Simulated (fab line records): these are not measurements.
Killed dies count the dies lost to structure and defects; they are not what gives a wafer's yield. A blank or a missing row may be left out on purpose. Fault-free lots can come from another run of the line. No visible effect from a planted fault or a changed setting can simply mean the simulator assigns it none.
The tool behind it: which one? | flow ritCmos | 14 lots with 42 wafers sampled at 4 steps, on a route of 202 steps

## WHAT THE GAUGES SHOWED, per wafer
RIT_NSD_OVL_MEAS_06.
lot  | measured    | on         | NSD_OVL (nm)
L581 | day 3 00:07 | overlay-02 | -1.2 -2.2 -0.6
L582 | day 3 04:25 | overlay-02 | -0.6 -1.1 -0.9
L583 | day 3 10:58 | overlay-02 | 1.3 0.2 0.0
L584 | day 3 15:13 | overlay-01 | -0.2 -0.6 -0.5
L585 | day 3 19:41 | overlay-02 | 0.5 -0.8 -0.3
L593 | day 5 11:37 | overlay-02 | -0.6 -1.3 -1.4
L595 | day 5 21:20 | overlay-02 | -0.3 0.1 0.2
L597 | day 6 06:26 | overlay-01 | 1.1 1.7 0.2
L598 | day 6 13:04 | overlay-01 | -0.5 0.5 -0.1
L599 | day 6 17:46 | overlay-02 | -3.1 -1.1 -2.4
L600 | day 6 23:22 | overlay-01 | -1.3 -1.2 -0.8
L601 | day 7 06:01 | overlay-01 | -0.9 -1.2 -1.5
L603 | day 7 13:35 | overlay-01 | -0.7 0.0 -1.6
L604 | day 7 20:30 | overlay-01 | 0.4 0.9 -1.0

RIT_M1_RS_MEAS_01: uses a four-point probe to measure.
lot  | measured    | on           | M1_AL_RS (ohm/sq)
L581 | day 3 06:24 | filmMetro-01 | 0.0737 0.0730 0.0736
L582 | day 3 10:40 | filmMetro-03 | 0.0727 0.0723 0.0732
L583 | day 3 17:14 | filmMetro-01 | 0.0729 0.0722 0.0723
L584 | day 3 21:29 | filmMetro-01 | 0.0741 0.0733 0.0734
L585 | day 4 01:45 | filmMetro-01 | 0.0730 0.0741 0.0741
L593 | day 5 17:41 | filmMetro-01 | 0.0721 0.0735 0.0726
L595 | day 6 03:26 | filmMetro-04 | 0.0734 0.0735 0.0746
L597 | day 6 12:39 | filmMetro-01 | 0.0719 0.0716 0.0722
L598 | day 6 19:01 | filmMetro-03 | 0.0728 0.0726 0.0725
L599 | day 7 00:03 | filmMetro-03 | 0.0723 0.0724 0.0727
L600 | day 7 05:37 | filmMetro-01 | 0.0747 0.0741 0.0743
L601 | day 7 12:06 | filmMetro-03 | 0.0741 0.0736 0.0750
L603 | day 7 20:08 | filmMetro-01 | 0.0736 0.0736 0.0739
L604 | day 8 02:55 | filmMetro-01 | 0.0743 0.0738 0.0750

## WHICH TOOL RAN EACH LOT (tool, then ch and the chambers of the sampled wafers, then the start)
lot  | RIT_NRETRO_STRIP_09                | RIT_SDANNEAL_CLEAN_00
L581 | plasmaAsher-02 ch 0,1, day 2 07:20 | wetBench-02 ch 3, day 3 02:06
L582 | plasmaAsher-01 ch 0,1, day 2 11:35 | wetBench-02 ch 1, day 3 06:35
L583 | plasmaAsher-02 ch 0,1, day 2 15:31 | wetBench-02 ch 1, day 3 13:07
L584 | plasmaAsher-02 ch 0,1, day 2 20:38 | wetBench-02 ch 1, day 3 17:12
L585 | plasmaAsher-03 ch 0,1, day 3 02:41 | wetBench-04 ch 1, day 3 21:49
L593 | plasmaAsher-03 ch 1, day 4 18:42   | wetBench-03 ch 1, day 5 13:37
L595 | plasmaAsher-01 ch 0,1, day 5 03:32 | wetBench-03 ch 0, day 5 23:19
L597 | plasmaAsher-03 ch 0,1, day 5 13:47 | wetBench-02 ch 1, day 6 08:32
L598 | plasmaAsher-03 ch 0,1, day 5 19:50 | wetBench-04 ch 1, day 6 15:02
L599 | plasmaAsher-02 ch 0,1, day 6 00:17 | wetBench-04 ch 3, day 6 19:50
L600 | plasmaAsher-02 ch 0,1, day 6 04:07 | wetBench-02 ch 0, day 7 01:31
L601 | plasmaAsher-03 ch 0,1, day 6 09:14 | wetBench-03 ch 0, day 7 08:00
L603 | plasmaAsher-03 ch 0,1, day 6 20:41 | wetBench-04 ch 3, day 7 15:59
L604 | plasmaAsher-02 ch 0,1, day 7 03:07 | wetBench-02 ch 3, day 7 22:48
- RIT_NRETRO_STRIP_09: strips in O2, time 180 s.
- RIT_SDANNEAL_CLEAN_00: cleans in SC1, time 600 s.

## WHAT THE TOOLS THEMSELVES READ (means of the sampled wafers that have a number; where no wafer has one, the mark that the record gives instead)
RIT_NRETRO_STRIP_09.
lot  | tool           | drypumpMotorCurrentA (A)
L581 | plasmaAsher-02 | 6.1
L582 | plasmaAsher-01 | 5.6
L583 | plasmaAsher-02 | 6.1
L584 | plasmaAsher-02 | 6.2
L585 | plasmaAsher-03 | 5.4
L593 | plasmaAsher-03 | 5.5
L595 | plasmaAsher-01 | 5.6
L597 | plasmaAsher-03 | 5.3
L598 | plasmaAsher-03 | 5.3
L599 | plasmaAsher-02 | 6.1
L600 | plasmaAsher-02 | 6.2
L601 | plasmaAsher-03 | 5.3
L603 | plasmaAsher-03 | 5.3
L604 | plasmaAsher-02 | 6.1

RIT_SDANNEAL_CLEAN_00.
lot  | tool        | tempC (C)
L581 | wetBench-02 | 75.01
L582 | wetBench-02 | 75.03
L583 | wetBench-02 | 74.33
L584 | wetBench-02 | 74.24
L585 | wetBench-04 | 74.88
L593 | wetBench-03 | 75.03
L595 | wetBench-03 | 75.06
L597 | wetBench-02 | 74.98
L598 | wetBench-04 | 74.95
L599 | wetBench-04 | 74.83
L600 | wetBench-02 | 74.85
L601 | wetBench-03 | 75.00
L603 | wetBench-04 | 75.05
L604 | wetBench-02 | 75.17

## THE ANSWER, worked out from the rows above alone
Rule: usual is defined by the lots themselves. The widest of any qualifying gaps counts: lots, ordered by their means at a reading, are off when they make up no more than a third of the lots, leave a main group of 4 or more, and stand apart from it by 3 or more times the standard deviation of that group's means. If all means in a main group match to the digits the tables above print for the reading, that group is not used. Also off: a lot with no number at a reading for which 4 or more lots have one. Any other lot the step has rows for is counted as sound. Order of review: gauges by route order, followed by the tools' own readings, for which a lot's mean as printed above is used. At the first step where some lot is off, the reading lying furthest off is the one used; lots without a number count as furthest.
Off: L583, L584, at RIT_SDANNEAL_CLEAN_00 (tempC). The main group: mean 74.99 C, standard deviation 0.093.
A tool fits if, at that step or a process step before it, it ran every lot that is off, and no sound lot after the first of them. No candidate that was tried fits.

## WHAT THE SIMULATOR HAD INSERTED
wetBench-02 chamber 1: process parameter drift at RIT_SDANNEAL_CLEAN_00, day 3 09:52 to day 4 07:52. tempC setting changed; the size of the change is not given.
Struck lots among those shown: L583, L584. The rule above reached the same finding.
